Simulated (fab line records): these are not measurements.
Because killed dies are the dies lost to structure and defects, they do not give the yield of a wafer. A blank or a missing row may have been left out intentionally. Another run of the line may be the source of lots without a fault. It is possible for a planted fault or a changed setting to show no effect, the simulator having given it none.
The tool behind it: which one? -- flow rit-cmos -- 14 lots with 42 wafers sampled at 4 steps, on a route of 202 steps

WHAT THE GAUGES SHOWED, per wafer
RIT_WELLDRIVE_RS_MEAS_01: measures by four-point-probe.
lot,measured,on,NWELL_RS (ohm/sq)
L757,day 2 05:37,film-metro-03,275.4 274.8 274.2
L759,day 2 14:49,film-metro-02,275.2 275.5 275.5
L760,day 2 19:26,film-metro-03,276.1 275.5 275.3
L761,day 3 01:15,film-metro-02,275.7 276.4 275.1
L762,day 3 06:08,film-metro-03,273.4 273.4 273.4
L763,day 3 10:17,film-metro-03,275.4 275.8 275.8
L764,day 3 14:58,film-metro-02,275.6 276.1 274.8
L766,day 4 02:38,film-metro-03,275.6 275.7 276.2
L769,day 4 16:20,film-metro-03,274.8 274.0 274.5
L772,day 5 08:25,film-metro-04,276.0 275.6 276.0
L773,day 5 12:34,film-metro-02,282.0 282.1 281.8
L774,day 5 16:45,film-metro-03,282.5 281.6 282.3
L775,day 5 21:47,film-metro-04,274.9 275.2 274.2
L779,day 6 18:17,film-metro-03,275.9 276.6 276.1

RIT_SDANNEAL_RS_MEAS_06: measures by four-point-probe.
lot,measured,on,PLDD_RS (ohm/sq)
L757,day 3 07:38,film-metro-04,178.8 178.6 178.9
L759,day 3 11:56,film-metro-03,177.9 178.4 178.0
L760,day 3 16:13,film-metro-04,178.6 178.4 178.9
L761,day 3 22:44,film-metro-01,178.8 178.7 179.1
L762,day 4 03:14,film-metro-04,178.9 179.0 178.9
L763,day 4 08:01,film-metro-04,178.0 177.9 178.1
L764,day 4 11:53,film-metro-01,178.9 178.8 178.7
L766,day 4 23:34,film-metro-03,178.2 177.8 178.6
L769,day 5 13:58,film-metro-03,178.8 178.2 178.0
L772,day 6 05:53,film-metro-04,177.6 177.7 178.0
L773,day 6 09:34,film-metro-04,178.3 178.2 178.3
L774,day 6 14:46,film-metro-03,178.4 178.7 178.9
L775,day 6 19:18,film-metro-04,178.0 178.3 178.5
L779,day 7 15:43,film-metro-04,179.0 178.3 178.4

WHICH TOOL RAN EACH LOT (tool, then ch and the chambers of the sampled wafers, then the start)
lot,RIT_NWELL_IMPLANT_08,RIT_NLDD_STRIP_09
L757,"implanter-02 ch 0, day 1 22:09","plasma-asher-01 ch 0,1, day 2 19:14"
L759,"implanter-03 ch 0, day 2 07:28","plasma-asher-03 ch 0,1, day 3 03:50"
L760,"implanter-03 ch 0, day 2 12:08","plasma-asher-04 ch 0, day 3 08:16"
L761,"implanter-02 ch 0, day 2 18:07","plasma-asher-01 ch 0,1, day 3 14:44"
L762,"implanter-02 ch 0, day 2 23:00","plasma-asher-04 ch 0,1, day 3 19:21"
L763,"implanter-02 ch 0, day 3 02:36","plasma-asher-04 ch 0,1, day 3 23:56"
L764,"implanter-03 ch 0, day 3 07:40","plasma-asher-01 ch 0,1, day 4 03:48"
L766,"implanter-02 ch 0, day 3 19:10","plasma-asher-01 ch 1, day 4 15:39"
L769,"implanter-03 ch 0, day 4 09:11","plasma-asher-04 ch 0,1, day 5 05:51"
L772,"implanter-02 ch 0, day 5 00:34","plasma-asher-04 ch 0,1, day 5 21:39"
L773,"implanter-02 ch 0, day 5 05:33","plasma-asher-04 ch 0,1, day 6 01:42"
L774,"implanter-02 ch 0, day 5 09:44","plasma-asher-04 ch 0,1, day 6 06:34"
L775,"implanter-03 ch 0, day 5 14:27","plasma-asher-01 ch 0,1, day 6 11:16"
L779,"implanter-03 ch 0, day 6 10:37","plasma-asher-01 ch 0,1, day 7 07:17"
- RIT_NWELL_IMPLANT_08
- RIT_NLDD_STRIP_09: strips in O2, time 180 s.

AS READ BY THE TOOLS THEMSELVES (means over the sampled wafers that have a number; for cases with no such wafer, the mark the record gives instead)
RIT_NWELL_IMPLANT_08.
lot,tool,dose-ions-cm2
L757,implanter-02,5e+13
L759,implanter-03,5e+13
L760,implanter-03,5e+13
L761,implanter-02,5e+13
L762,implanter-02,5e+13
L763,implanter-02,5e+13
L764,implanter-03,5e+13
L766,implanter-02,5e+13
L769,implanter-03,5e+13
L772,implanter-02,5e+13
L773,implanter-02,5e+13
L774,implanter-02,5e+13
L775,implanter-03,5e+13
L779,implanter-03,5e+13

RIT_NLDD_STRIP_09.
lot,tool,drypump-motor-current-A (A)
L757,plasma-asher-01,6.0
L759,plasma-asher-03,5.3
L760,plasma-asher-04,5.5
L761,plasma-asher-01,6.0
L762,plasma-asher-04,5.4
L763,plasma-asher-04,5.3
L764,plasma-asher-01,5.7
L766,plasma-asher-01,6.1
L769,plasma-asher-04,5.3
L772,plasma-asher-04,5.3
L773,plasma-asher-04,5.4
L774,plasma-asher-04,5.4
L775,plasma-asher-01,5.7
L779,plasma-asher-01,5.7

THE ANSWER, worked out from the rows above alone
Rule: what is usual is taken from the lots themselves. The widest of any qualifying gaps counts: lots, ordered by their means at a reading, are off when they make up no more than a third of the lots, leave a main group of 4 or more, and stand apart from it by 3 or more times the standard deviation of that group's means. If all means in a main group match to the digits the tables above print for the reading, that group is not used. Also off: a lot with no number at a reading for which 4 or more lots have one. The other lots that the step has rows for count as sound. After the gauges, taken in route order, come the tools' own readings; for these a lot's mean is taken, as printed above. The first step at which some lot is off is used, and at that step the reading that is off furthest; a lot without a number counts as furthest.
Off: at RIT_WELLDRIVE_RS_MEAS_01 (NWELL_RS), L773, L774. Mean 275.3 ohm/sq and standard deviation 0.75 in the main group.
A tool fits if, at a process step before that reading, it ran every lot that is off, and no sound lot after the first of them. Those tools and the gauges at RIT_WELLDRIVE_RS_MEAS_01 are tried in the same way. One candidate fits, namely implanter-02 at RIT_NWELL_IMPLANT_08. Its last sound lot is L772 (day 5 00:34), its first lot that is off L773 (day 5 05:33): a fault that began between those two fits.

WHAT THE SIMULATOR HAD INSERTED
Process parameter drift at RIT_NWELL_IMPLANT_08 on implanter-02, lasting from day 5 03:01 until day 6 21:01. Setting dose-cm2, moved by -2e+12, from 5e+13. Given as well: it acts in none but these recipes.
Struck lots among those shown: L773, L774. The rule above reached the same finding.
